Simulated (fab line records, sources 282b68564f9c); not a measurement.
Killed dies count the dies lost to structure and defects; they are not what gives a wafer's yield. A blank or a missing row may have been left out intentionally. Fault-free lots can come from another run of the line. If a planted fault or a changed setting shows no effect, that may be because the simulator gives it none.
Which tool did it?	flow rit_cmos	Sampling: 6 lots, 18 wafers, 2 of 202 route steps

## WHAT THE GAUGES SHOWED, per wafer
RIT_CONTACT_THK_MEAS_01.
lot	measured	on	CONTACT_TEOS_THK (nm)
L319	day 3 11:59	film_metro-03	397 401 409
L321	day 3 18:13	film_metro-01	398 408 404
L324	day 4 10:18	film_metro-01	396 393 396
L326	day 4 23:20	film_metro-01	395 393 395
L328	day 5 11:53	film_metro-03	395 400 410
L340	day 7 18:38	film_metro-04	396 398 399

## WHAT TOOL EACH LOT RAN ON (gives the tool, then ch and the chambers of the sampled wafers, and finally the start)
lot	RIT_CONTACT_CVD_00
L319	pecvd-02 ch 0,2, day 3 11:56
L321	pecvd-03 ch 0,2, day 3 18:09
L324	pecvd-03 ch 0,1,2, day 4 10:14
L326	pecvd-04 ch 0,1,2, day 4 23:17
L328	pecvd-02 ch 0,2, day 5 11:50
L340	pecvd-03 ch 0,1,2, day 7 18:35
- RIT_CONTACT_CVD_00: deposits SiO2 from TEOS, target thk 400 nm, time 61 s.

## THE ANSWER, worked out from the rows above alone
Rule: the lots themselves supply what counts as usual. Put in order of their means at a reading, lots are off if they are a third of the lots or fewer, leave a main group of 4 or more, and stand apart from it by a gap of 3 or more times the standard deviation of the main group's means; of several such gaps the widest counts. If all means in a main group match to the digits the tables above print for the reading, that group is not used. Also off: a lot with no number at a reading for which 4 or more lots have one. Any other lot the step has rows for is counted as sound.
No lot is off at any reading shown: from this, nothing can be told.

## WHAT THE SIMULATOR HAD INSERTED
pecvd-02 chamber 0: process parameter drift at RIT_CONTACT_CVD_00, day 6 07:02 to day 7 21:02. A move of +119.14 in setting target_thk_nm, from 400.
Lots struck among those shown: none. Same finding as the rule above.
